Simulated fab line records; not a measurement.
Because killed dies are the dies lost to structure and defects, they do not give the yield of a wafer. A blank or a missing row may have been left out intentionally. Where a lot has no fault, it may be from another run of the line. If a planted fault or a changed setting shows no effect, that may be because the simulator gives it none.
A single fault, viewed from 2 desks :: flow rit cmos :: every desk sees just its own numbers, and what lay behind them comes last

FOR THE TOOL OWNER'S DESK: rie si-01
The tool's own readings at RIT_GATE_ETCH_19 (etches poly-Si in SF6/CHF3/O2, stops on SiO2, time 165 s, target depth 312.5 nm): means of the sampled wafers that have a number, for each lot that ran on this tool. If a lot's mean is further than 4 standard deviations from the usual mean, the lot is out of limits and carries the mark OUT (the distance appears in the brackets).
Columns: A = drypump motor current A at RIT_GATE_ETCH_19, usual 5.8 A; B = oes product au at RIT_GATE_ETCH_19, usual 0.844 a.u.; C = rf fwd power W at RIT_GATE_ETCH_19, usual 159.4 W; D = throttle valve pct at RIT_GATE_ETCH_19, usual 10.31 %
lot: L977
first seen here: day 4 21:07
A: 5.4
B: 0.856
C: 159.3
D: 10.22

lot: L983
first seen here: day 5 21:49
A: 5.3
B: 0.839
C: 185.8 (+54) OUT
D: 10.23

lot: L985
first seen here: day 6 16:43
A: 5.5
B: 0.850
C: 184.9 (+52) OUT
D: 10.20
This desk's verdict: out of limits on L983, L985, starting with L983 at day 5 21:49 (rf fwd power W at RIT_GATE_ETCH_19). In limits: L977.

AT THE METROLOGY DESK
What the gauges read, lot by lot, whatever tool the lot ran on: means of the sampled wafers that have a number. If a lot's mean is further than 4 standard deviations from the usual mean, the lot is out of limits and carries the mark OUT (the distance appears in the brackets).
Columns: A = GATE_OXIDE_THK at RIT_GATE_THK_MEAS_07, usual 3.01 nm; B = GATE_POLY_THK at RIT_GATE_THK_MEAS_09, usual 251.0 nm; C = cd nm at RIT_GATE_CD_MEAS_16, usual 150.1 nm; D = GATE_OVL at RIT_GATE_OVL_MEAS_17, usual -0.3 nm
lot: L970
first seen here: day 3 09:26
A: 3.14
B: 249.0
C: 150.4
D: -0.6

lot: L972
first seen here: day 3 16:41
A: 3.02
B: 253.3
C: 151.1
D: -0.7

lot: L973
first seen here: day 4 00:31
A: 3.01
B: 249.6
C: 149.7
D: 0.5

lot: L977
first seen here: day 4 16:11
A: 3.02
B: 253.3
C: 145.6
D: 1.4

lot: L983
first seen here: day 5 18:44
A: 3.00
B: 248.0
C: 152.3
D: -0.3

lot: L985
first seen here: day 6 13:38
A: 2.99
B: 249.5
C: 150.0
D: -0.1
This desk's verdict: no lot among the 6 shows anything out of limits.

BROUGHT TOGETHER
The tool owner's desk could have raised an alarm at day 5 21:49, on L983, L985.
Metrology desk: nothing out of limits seen.
The metrology desk has L983, L985 on record, within its limits.
Of the lots named, all ran RIT_GATE_ETCH_19 on rie si-01.

WHAT WAS PUT IN BY THE SIMULATOR
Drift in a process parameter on rie si-01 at RIT_GATE_ETCH_19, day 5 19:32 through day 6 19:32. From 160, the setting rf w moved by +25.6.
Lots struck among those shown: L983, L985.
Each desk's first reading out of limits, in hours after the fault started: the tool owner's desk, 2.
